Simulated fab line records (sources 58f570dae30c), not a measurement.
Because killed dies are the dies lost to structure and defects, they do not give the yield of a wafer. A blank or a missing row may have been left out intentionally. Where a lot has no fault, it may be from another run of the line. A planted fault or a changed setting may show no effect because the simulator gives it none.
Problem report, 8D (eight disciplines) form, completed by code ; flow berkeley_cmos170 ; the parts of the form that need people (team, actions taken, sign-off) are left out

## 1. WHAT WENT WRONG
M3_AL_RS at UCB170_M3_RS_MEAS_02 reads a mean of 0.0234 ohm/sq on 1 wafer of 1 lot; wafers without a fault read 0.0322 ohm/sq with a standard deviation of 0.00044. That is -20 standard deviations from the usual mean.
The step: measures by four-point-probe.
Earliest sighting: wafer L632.5 on film_metro-04 at day 13 02:53. Wafers with a number at this step in the record: 37, from 13 lots. By rule, "out" or "out of limits" means more than 4 standard deviations away from the usual mean. Any other wafer with a number is counted as sound.

## 2. WHAT IT IS; WHAT IT IS NOT
question;is;is not
which readings at this step;M3_AL_RS;-
which lots;L632;L612, L614, L615, L617, L618, L619, L620, L621, L622, L625, L626, L634
which wafers of those lots;all that have a number;-
read on which gauges;film_metro-04;film_metro-01, film_metro-02
when;from day 13 02:53;up to then (36 sound wafers)

## 3. SUSPECTS, AND WHAT RULES EACH OUT
Counting: a tool stays on the suspect list if, at a process step up to the reading, it processed all lots that are out and no sound lot following the first of them.
- the gauge at UCB170_M3_RS_MEAS_02 is ruled out. All the wafers that are out were read on film_metro-04, but those of them that UCB170_M3_METAL_ETCH_18 has rows for are out there too, on other tools.
- pvd_sputter-01 at UCB170_M3_SPUTTER_01 (material Al, target thk 900 nm, time 120 s): kept. It ran the lot that is out, L632 (day 13 02:46), and no sound lot after that; its last sound lot up to then is L625 (day 11 04:17).
Remaining after the count: pvd_sputter-01 at UCB170_M3_SPUTTER_01.

## 4. THE CAUSE (what the simulator had put in)
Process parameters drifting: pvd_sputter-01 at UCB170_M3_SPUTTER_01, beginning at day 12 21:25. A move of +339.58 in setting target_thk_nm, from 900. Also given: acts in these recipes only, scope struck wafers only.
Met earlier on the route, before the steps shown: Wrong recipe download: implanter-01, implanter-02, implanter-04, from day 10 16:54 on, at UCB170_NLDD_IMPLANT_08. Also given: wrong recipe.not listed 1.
This tool alone remained once counting was done.

## 5. SEQUENCE OF EFFECTS, ordered by route
One row per reading whose mean, taken over the struck wafers that have a number, lies over 3 standard deviations from the usual. Readings are gone through only where the record gives a usual standard deviation; hours: the median, over the lots, of the time from a lot's start at the first step in this table giving one to that lot's start at this step; sigmas: the change measured in usual standard deviations.
hours;step;reading;usual;on struck wafers;change;sigmas
0;UCB170_M3_RS_MEAS_02;M3_AL_RS;0.0322 ohm/sq;0.0234;-0.0088;-20
0;UCB170_M3_THK_MEAS_03;M3_AL_THK;876 nm;1202;+326;+25
3;UCB170_M3_METAL_ETCH_18;oes_product_au;0.853 a.u.;0.966;+0.113;+10
Its process steps:
- UCB170_M3_METAL_ETCH_18: etches Al in Cl2/BCl3, stops on SiO2, target depth 1170 nm, time 195 s.
At these later measuring or inspecting steps, every struck wafer for which the step has a row has a number for every such reading, and none has moved that far: UCB170_M3_BOW_MEAS_20.

## 6. WHAT WOULD HAVE CAUGHT IT SOONER
5 hours passed between the start of the fault at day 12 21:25 and the first reading out of limits at a measuring or inspecting step in this record, taken at day 13 02:53.
An alarm limit of 4 standard deviations would not have fired on the tool readings at UCB170_M3_SPUTTER_01 for which the record gives a usual standard deviation, since none of them was out on any struck wafer.
The start of UCB170_M3_SPUTTER_01 on pvd_sputter-01 came by day 13 02:53 for every one of the lots that are out (1). Holding the tool at that point would not have protected any of them.
